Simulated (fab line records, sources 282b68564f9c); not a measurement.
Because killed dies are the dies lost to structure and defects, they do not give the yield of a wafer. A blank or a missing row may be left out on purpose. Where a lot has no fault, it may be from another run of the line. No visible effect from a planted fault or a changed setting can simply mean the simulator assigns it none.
What tool caused it? ; flow rit-cmos ; 14 lots with 42 wafers sampled at 4 steps, on a route of 202 steps

## WHAT THE GAUGES SHOWED, per wafer
RIT_ACTIVE_CD_MEAS_11: target cd 1400 nm.
lot;measured;on;cd-nm (nm)
L370;day 1 15:09;cd-sem-02;1400.1 1402.5 1402.8
L371;day 1 19:34;cd-sem-01;1401.5 1399.4 1400.3
L372;day 2 00:35;cd-sem-01;1400.1 1399.6 1401.9
L373;day 2 05:34;cd-sem-01;1399.5 1397.5 1397.3
L374;day 2 10:34;cd-sem-01;1398.1 1399.5 1399.0
L375;day 2 16:09;cd-sem-02;1402.4 1398.4 1400.6
L376;day 2 20:30;cd-sem-02;1399.5 1401.7 1399.7
L377;day 3 02:16;cd-sem-02;1400.1 1399.0 1400.0
L382;day 4 02:35;cd-sem-02;1399.8 1395.7 1396.8
L385;day 4 21:14;cd-sem-02;1397.5 1397.5 1399.4
L388;day 5 12:07;cd-sem-01;1402.6 1401.9 1403.3
L389;day 5 14:59;cd-sem-01;1400.3 1399.8 1401.6
L391;day 6 01:45;cd-sem-02;1402.2 1400.6 1400.6
L392;day 6 06:20;cd-sem-01;1399.5 1400.4 1401.7

RIT_SDANNEAL_RS_MEAS_07: uses a four-point probe to measure.
lot;measured;on;NLDD_RS (ohm/sq)
L370;day 3 02:25;film-metro-03;151.5 150.9 151.2
L371;day 3 06:37;film-metro-03;150.8 151.0 151.7
L372;day 3 12:38;film-metro-04;151.5 152.2 152.2
L373;day 3 19:13;film-metro-04;152.0 151.8 151.7
L374;day 3 23:05;film-metro-04;152.0 152.4 151.9
L375;day 4 03:43;film-metro-01;152.0 151.8 151.9
L376;day 4 08:24;film-metro-01;151.8 151.8 152.1
L377;day 4 15:35;film-metro-03;151.7 152.0 151.7
L382;day 5 17:55;film-metro-01;152.7 153.2 151.9
L385;day 6 15:17;film-metro-04;151.2 151.7 151.4
L388;day 7 01:29;film-metro-04;152.7 152.5 152.5
L389;day 7 05:58;film-metro-01;151.3 151.6 151.3
L391;day 7 13:41;film-metro-01;151.8 151.4 151.8
L392;day 7 17:20;film-metro-04;152.3 151.6 152.7

RIT_M1_CD_MEAS_09: target cd 2600 nm.
lot;measured;on;cd-nm (nm)
L370;day 3 06:55;cd-sem-01;2601.4 2600.6 2599.3
L371;day 3 11:11;cd-sem-02;2598.8 2602.2 2601.7
L372;day 3 16:59;cd-sem-02;2602.2 2599.1 2599.4
L373;day 3 23:35;cd-sem-02;2596.4 2596.7 2598.6
L374;day 4 03:29;cd-sem-02;2597.2 2599.7 2599.9
L375;day 4 08:22;cd-sem-01;2598.2 2598.3 2600.9
L376;day 4 12:38;cd-sem-01;2601.0 2603.6 2602.6
L377;day 4 19:55;cd-sem-02;2600.1 2601.0 2599.4
L382;day 5 22:25;cd-sem-01;2600.2 2602.4 2601.8
L385;day 6 19:56;cd-sem-02;2599.5 2599.4 2600.2
L388;day 7 06:11;cd-sem-02;2600.9 2602.1 2600.5
L389;day 7 10:28;cd-sem-02;2597.8 2597.3 2596.2
L391;day 7 17:57;cd-sem-02;2599.3 2595.3 2597.4
L392;day 7 21:43;cd-sem-01;2594.4 2595.7 2597.3

## EACH LOT AND THE TOOL THAT RAN IT (in order: tool; ch and the chambers of the sampled wafers; start)
lot;RIT_PLDD_STRIP_09
L370;plasma-asher-02 ch 0,1, day 2 19:53
L371;plasma-asher-02 ch 0,1, day 3 00:01
L372;plasma-asher-04 ch 0, day 3 06:05
L373;plasma-asher-02 ch 0,1, day 3 12:38
L374;plasma-asher-01 ch 0,1, day 3 16:14
L375;plasma-asher-02 ch 1, day 3 21:04
L376;plasma-asher-02 ch 0,1, day 4 00:55
L377;plasma-asher-01 ch 0,1, day 4 08:01
L382;plasma-asher-02 ch 0,1, day 5 10:19
L385;plasma-asher-02 ch 0,1, day 6 08:10
L388;plasma-asher-01 ch 0,1, day 6 17:40
L389;plasma-asher-01 ch 0,1, day 6 20:53
L391;plasma-asher-01 ch 0,1, day 7 06:00
L392;plasma-asher-04 ch 0,1, day 7 09:54
- RIT_PLDD_STRIP_09: strips in O2, time 180 s.

## AS READ BY THE TOOLS THEMSELVES (means over the sampled wafers that have a number; for cases with no such wafer, the mark the record gives instead)
RIT_PLDD_STRIP_09.
lot;tool;drypump-motor-current-A (A);o2-flow-sccm (sccm)
L370;plasma-asher-02;5.5;3987
L371;plasma-asher-02;5.5;4001
L372;plasma-asher-04;5.9;3993
L373;plasma-asher-02;5.4;4005
L374;plasma-asher-01;5.8;4010
L375;plasma-asher-02;5.1;3998
L376;plasma-asher-02;5.8;3996
L377;plasma-asher-01;5.8;4002
L382;plasma-asher-02;5.8;3741
L385;plasma-asher-02;5.4;3466
L388;plasma-asher-01;5.8;3991
L389;plasma-asher-01;5.7;4001
L391;plasma-asher-01;5.7;4001
L392;plasma-asher-04;6.2;3991

## THE ANSWER, worked out from the rows above alone
Rule: the usual values come from the lots themselves. Put in order of their means at a reading, lots are off if they are a third of the lots or fewer, leave a main group of 4 or more, and stand apart from it by a gap of 3 or more times the standard deviation of the main group's means; of several such gaps the widest counts. The tables above print the reading to a certain number of digits; a main group whose means all agree to those digits is not used. Also off: a lot with no number at a reading for which 4 or more lots have one. The other lots that the step has rows for count as sound. First the gauges in route order, then the tools' own readings, where a lot's mean is used as printed above. The first step at which some lot is off is used, and at that step the reading that is off furthest; a lot without a number counts as furthest.
Off: L382, L385 (RIT_PLDD_STRIP_09, o2-flow-sccm). Mean 3998 sccm and standard deviation 6.4 in the main group.
If a tool, at that step or one of the process steps before it, ran each lot that is off and ran no sound lot following the first of them, it fits. One fits: plasma-asher-02 at RIT_PLDD_STRIP_09. Its last sound lot is L376 (day 4 00:55), its first lot that is off L382 (day 5 10:19): a fault that began between those two fits.
The tool's own readings at RIT_PLDD_STRIP_09 bear it out: on the lots that are off they differ by more than 5 times the standard deviation of the sound lots' means. o2-flow-sccm reads 3604 sccm there against 3998 sccm on the sound lots.

## WHAT THE SIMULATOR HAD PUT IN
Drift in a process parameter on plasma-asher-02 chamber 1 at RIT_PLDD_STRIP_09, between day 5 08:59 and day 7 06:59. From 4000, the setting o2-flow-sccm moved by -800. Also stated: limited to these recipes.
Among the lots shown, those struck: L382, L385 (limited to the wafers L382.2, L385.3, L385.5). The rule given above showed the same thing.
